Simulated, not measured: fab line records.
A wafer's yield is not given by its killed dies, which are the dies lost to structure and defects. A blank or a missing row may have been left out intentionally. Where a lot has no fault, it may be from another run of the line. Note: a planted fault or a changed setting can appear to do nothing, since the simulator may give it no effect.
Split-lot study + flow rit-cmos + 23 wafers read across 5 lots, on a route 202 steps long

== THE SPLIT ==
At RIT_PSD_COAT_01 (resist thk 1000 nm), the setting resist-thk-nm was moved away from the recipe's 1000 nm on 4 of the 23 wafers read, by -2.1% to +3.2%. The other wafers ran this setting at the recipe's value.

== FROM THE SPLIT TO THE READING: what the file shows between them, 3 steps ==
- RIT_PSD_SOFTBAKE_02: time 60 s
- RIT_PSD_EXPOSE_03: exposes mask M10, target cd 40900 nm
- RIT_PSD_DEVELOP_05: develop time 50 s

== THE READING ==
NOVOLAK_of_PSD_COAT_01.thk-nm (the simulator's own value, which no gauge read), in nm, at RIT_PSD_HARDBAKE_07 (time 60 s). The file gives no usual value for it. Average 882.0 nm, standard deviation 2.9 nm, over the 19 wafers here run with the recipe.

| wafer  | tool, chamber at the split | resist-thk-nm as run, nm | against the recipe | NOVOLAK_of_PSD_COAT_01.thk-nm, nm | against lot-mates on the recipe |
|--------|----------------------------|--------------------------|--------------------|-----------------------------------|---------------------------------|
| L074.2 | litho-track-04, 0          | 978.5                    | -2.1%              | 866.8                             | -18.6                           |
| L074.3 | litho-track-04, 0          | 1000                     | recipe             | 885.1                             | -                               |
| L074.4 | litho-track-04, 0          | 1000                     | recipe             | 885.2                             | -                               |
| L074.5 | litho-track-04, 0          | 978.5                    | -2.1%              | 867                               | -18.4                           |
| L074.6 | litho-track-04, 0          | 1000                     | recipe             | 886                               | -                               |
| L076.2 | litho-track-02, 0          | 1000                     | recipe             | 882.9                             | -                               |
| L076.5 | litho-track-02, 0          | 1000                     | recipe             | 883.4                             | -                               |
| L076.6 | litho-track-02, 0          | 1000                     | recipe             | 883.6                             | -                               |
| L080.1 | litho-track-02, 0          | 1000                     | recipe             | 875.9                             | -                               |
| L080.3 | litho-track-02, 0          | 1000                     | recipe             | 878.7                             | -                               |
| L080.4 | litho-track-02, 0          | 1000                     | recipe             | 877.9                             | -                               |
| L080.5 | litho-track-02, 0          | 1000                     | recipe             | 878.9                             | -                               |
| L080.6 | litho-track-02, 0          | 1000                     | recipe             | 876.7                             | -                               |
| L081.1 | litho-track-02, 0          | 1000                     | recipe             | 883.8                             | -                               |
| L081.2 | litho-track-02, 0          | 1000                     | recipe             | 881.5                             | -                               |
| L081.4 | litho-track-02, 0          | 1000                     | recipe             | 885.4                             | -                               |
| L081.5 | litho-track-02, 0          | 1000                     | recipe             | 882                               | -                               |
| L081.6 | litho-track-02, 0          | 1000                     | recipe             | 882.6                             | -                               |
| L084.2 | litho-track-04, 0          | 1000                     | recipe             | 883.7                             | -                               |
| L084.3 | litho-track-04, 0          | 1000                     | recipe             | 882.1                             | -                               |
| L084.4 | litho-track-04, 0          | 1000                     | recipe             | 882.4                             | -                               |
| L084.5 | litho-track-04, 0          | 1032                     | +3.2%              | 913.9                             | +31.2                           |
| L084.6 | litho-track-04, 0          | 1032                     | +3.2%              | 910.7                             | +28.0                           |

THE FIT
A straight line over all 23 wafers: NOVOLAK_of_PSD_COAT_01.thk-nm changes by +8.67 nm for each +1% of resist-thk-nm; r = +0.96; the points scatter about the line by 3.1 nm.
The same after taking each lot's own level away (the mean of its wafers on the recipe; 23 wafers): +9.04 nm for each +1%; r = +0.99; scatter 1.1 nm.
Per that fit: largest resist-thk-nm move, reading shift of 29 nm.
From 877.62 to 885.43 nm: that is the span of the lots' own levels, equal to 2.7 times the standard deviation above.
The two slopes are in agreement: the lot-to-lot level therefore moves the slope only a little.
Check: +27.8 nm against its lot-mates is what the line predicts for one of the wafers moved furthest among these (+3.2%) when that wafer is left out of the fit. It came out at +31.2 nm against them.

== ADDITIONAL SPLITS CARRIED BY THESE WAFERS ==
These wafers also went through other splits before the reading. Each is held against what the fit with the lots' levels taken away leaves over:
| other split on the same wafers      | wafers away from the commonest value | r with NOVOLAK_of_PSD_COAT_01.thk-nm (lot level and that fit taken away) |
|-------------------------------------|--------------------------------------|--------------------------------------------------------------------------|
| RIT_ACTIVE_COAT_06 resist-thk-nm    | 6                                    | +0.04                                                                    |
| RIT_FOX1_OXIDATION_00 ox-time-s     | 15                                   | -0.12                                                                    |
| RIT_NWELL_COAT_01 resist-thk-nm     | 7                                    | -0.08                                                                    |
| RIT_NWELL_IMPLANT_08 energy-kev     | 7                                    | -0.25                                                                    |
| RIT_PWELL_IMPLANT_08 dose-cm2       | 6                                    | +0.12                                                                    |
| RIT_GATE_CVD_08 pressure-mtorr      | 18                                   | -0.06                                                                    |
| RIT_GATE_EXPOSE_13 dose-mj          | 6                                    | +0.10                                                                    |
| RIT_GATE_ETCH_19 time-s             | 10                                   | -0.04                                                                    |
| RIT_PLDD_IMPLANT_08 dose-cm2        | 6                                    | -0.03                                                                    |
| RIT_SPACER_CVD_03 sih2cl2-flow-sccm | 18                                   | -0.13                                                                    |

== THE WHOLE CHAIN: every reading that the file lists as answering this split, in the file's order ==
| step                | what it does       | reading                                                                        | change (the file's fit)              | r (the file's) |
|---------------------|--------------------|--------------------------------------------------------------------------------|--------------------------------------|----------------|
| RIT_PSD_COAT_01     | resist thk 1000 nm | NOVOLAK_of_PSD_COAT_01.thk-nm (the simulator's own value, which no gauge read) | +10.3 nm for each +1% of the setting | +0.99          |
| RIT_PSD_HARDBAKE_07 | time 60 s          | NOVOLAK_of_PSD_COAT_01.thk-nm (the simulator's own value, which no gauge read) | +9.05 nm for each +1% of the setting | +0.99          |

== THE FILE'S OWN FIT ==
NOVOLAK_of_PSD_COAT_01.thk-nm changes by +9.05 nm for each +1% of resist-thk-nm, r = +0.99.
